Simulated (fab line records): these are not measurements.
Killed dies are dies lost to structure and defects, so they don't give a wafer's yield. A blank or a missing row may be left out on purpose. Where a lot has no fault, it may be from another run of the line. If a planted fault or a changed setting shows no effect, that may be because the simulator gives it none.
Which tool was responsible? | flow berkeley_cmos170 | 21 wafers from 7 lots sampled at 2 of the route's 331 steps

## WHAT THE GAUGES READ, wafer by wafer
UCB170_ACTIVE_THK_MEAS_03.
lot  | measured    | on            | ACTIVE_OXIDE_THK (nm)
L241 | day 3 21:26 | film_metro-03 | 26.3 26.7 26.1
L242 | day 4 09:15 | film_metro-03 | 26.3 26.1 26.3
L244 | day 4 22:01 | film_metro-04 | 23.1 23.0 22.7
L254 | day 6 17:31 | film_metro-01 | 26.5 26.4 25.9
L257 | day 7 16:50 | film_metro-01 | 26.3 26.7 26.2
L258 | day 8 05:37 | film_metro-04 | 26.8 27.3 27.2
L262 | day 8 16:48 | film_metro-04 | 26.5 26.3 26.4

## WHICH TOOL RAN EACH LOT (tool, then ch and the chambers of the sampled wafers, then the start)
lot  | UCB170_ACTIVE_OXIDATION_02
L241 | furnace-01 ch 0, day 3 20:01
L242 | furnace-02 ch 0, day 4 07:53
L244 | furnace-02 ch 0, day 4 20:40
L254 | furnace-01 ch 0, day 6 16:10
L257 | furnace-03 ch 0, day 7 15:28
L258 | furnace-01 ch 0, day 8 04:15
L262 | furnace-02 ch 0, day 8 15:26
- UCB170_ACTIVE_OXIDATION_02: target thk 26.4 nm, ox time 1260 s.

## THE ANSWER, worked out from the rows above alone
Rule: the lots themselves supply what counts as usual. Put in order of their means at a reading, lots are off if they are a third of the lots or fewer, leave a main group of 4 or more, and stand apart from it by a gap of 3 or more times the standard deviation of the main group's means; of several such gaps the widest counts. A main group is skipped when, at the precision printed for the reading in the tables above, its means are all equal. Also off: a lot with no number at a reading for which 4 or more lots have one. Where the step has rows for the other lots, those lots are counted as sound.
Off: L244, seen at UCB170_ACTIVE_THK_MEAS_03 (ACTIVE_OXIDE_THK). For the main group the mean is 26.5 nm and the standard deviation 0.29.
If a tool, at a process step before that reading, ran all the lots that are off and no sound lot after the first of them, it fits. Gauges at UCB170_ACTIVE_THK_MEAS_03: tried the same way as those tools. Not one of the candidates tried fits.

## WHAT THE SIMULATOR PUT IN
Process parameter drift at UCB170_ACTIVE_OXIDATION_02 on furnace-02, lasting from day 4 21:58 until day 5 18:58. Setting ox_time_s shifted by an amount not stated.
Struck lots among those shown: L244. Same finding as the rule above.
